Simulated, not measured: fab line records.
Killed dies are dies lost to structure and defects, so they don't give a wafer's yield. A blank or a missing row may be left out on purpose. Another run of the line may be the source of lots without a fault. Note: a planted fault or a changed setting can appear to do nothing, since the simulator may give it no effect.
One fault through the eyes of 2 desks / flow rit cmos / every desk sees just its own numbers, and what lay behind them comes last

FROM THE METROLOGY DESK
What the gauges read, lot by lot, whatever tool the lot ran on: means of the sampled wafers that have a number. Marked OUT: a lot whose mean sits more than 4 standard deviations from the usual mean, which makes it out of limits; the brackets give that distance.
Columns: A = PRETRO_TW at RIT_PRETRO_TW_MEAS_10, usual 474; B = GATE_OVL at RIT_GATE_OVL_MEAS_17, usual 0.8 nm
lot=L872; first seen here=day 2 08:49; A=476; B=1.0
lot=L873; first seen here=day 2 14:52; A=473; B=0.9
lot=L874; first seen here=day 2 19:26; A=468; B=0.8
lot=L875; first seen here=day 3 00:41; A=393 (-20) OUT; B=2.0
lot=L876; first seen here=day 3 05:38; A=472; B=0.8
lot=L877; first seen here=day 3 09:20; A=394 (-20) OUT; B=1.4
lot=L882; first seen here=day 4 12:24; A=471; B=1.9
lot=L884; first seen here=day 4 22:20; A=478; B=0.2
lot=L886; first seen here=day 5 09:51; A=479; B=1.9
lot=L888; first seen here=day 5 18:58; A=479; B=0.3
lot=L890; first seen here=day 6 02:12; A=476; B=0.6
lot=L891; first seen here=day 6 10:05; A=478; B=2.1
lot=L894; first seen here=day 6 22:43; A=477; B=1.5
lot=L895; first seen here=day 7 06:09; A=475; B=1.5
This desk's result: L875, L877 out of limits, first on L875 (PRETRO_TW at RIT_PRETRO_TW_MEAS_10), day 3 00:41. Within limits: L872, L873, L874, L876, L882, L884, L886, L888, L890, L891, L894, L895.

TOOL OWNER'S DESK, implanter-04
For each lot that ran on this tool, the mean over its sampled wafers that have a number, from the tool's own readings at RIT_PRETRO_IMPLANT_08. Marked OUT: a lot whose mean sits more than 4 standard deviations from the usual mean, which makes it out of limits; the brackets give that distance.
Columns: A = dose ions cm2 at RIT_PRETRO_IMPLANT_08, usual 1.1999e+13; B = faraday current uA at RIT_PRETRO_IMPLANT_08, usual 38.1
lot=L872; first seen here=day 2 08:31; A=1.1991e+13; B=38.4
lot=L874; first seen here=day 2 19:07; A=1.2000e+13; B=38.1
lot=L875; first seen here=day 3 00:23; A=6.5887e+12 (-99 or more) OUT; B=20.7 (-26) OUT
lot=L877; first seen here=day 3 09:02; A=6.6080e+12 (-99 or more) OUT; B=20.7 (-26) OUT
lot=L890; first seen here=day 6 01:53; A=1.1994e+13; B=38.2
lot=L894; first seen here=day 6 22:24; A=1.2014e+13; B=38.8
This desk finds L875, L877 out of limits, L875 being first, at day 3 00:23 (dose ions cm2 at RIT_PRETRO_IMPLANT_08). Within limits: L872, L874, L890, L894.

BROUGHT TOGETHER
An alarm could have come from the tool owner's desk at day 3 00:23, on L875, L877.
At day 3 00:41 the metrology desk could have sounded an alarm, on L875, L877.
Every lot named ran RIT_PRETRO_IMPLANT_08 on implanter-04.

WHAT THE SIMULATOR PUT IN
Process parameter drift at RIT_PRETRO_IMPLANT_08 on implanter-04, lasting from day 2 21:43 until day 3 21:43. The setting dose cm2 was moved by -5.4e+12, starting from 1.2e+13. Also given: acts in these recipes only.
Struck lots among those shown: L875, L877.
Counting hours from when the fault started, the first reading out of limits came at 3 for the tool owner's desk and at 3 for the metrology desk.
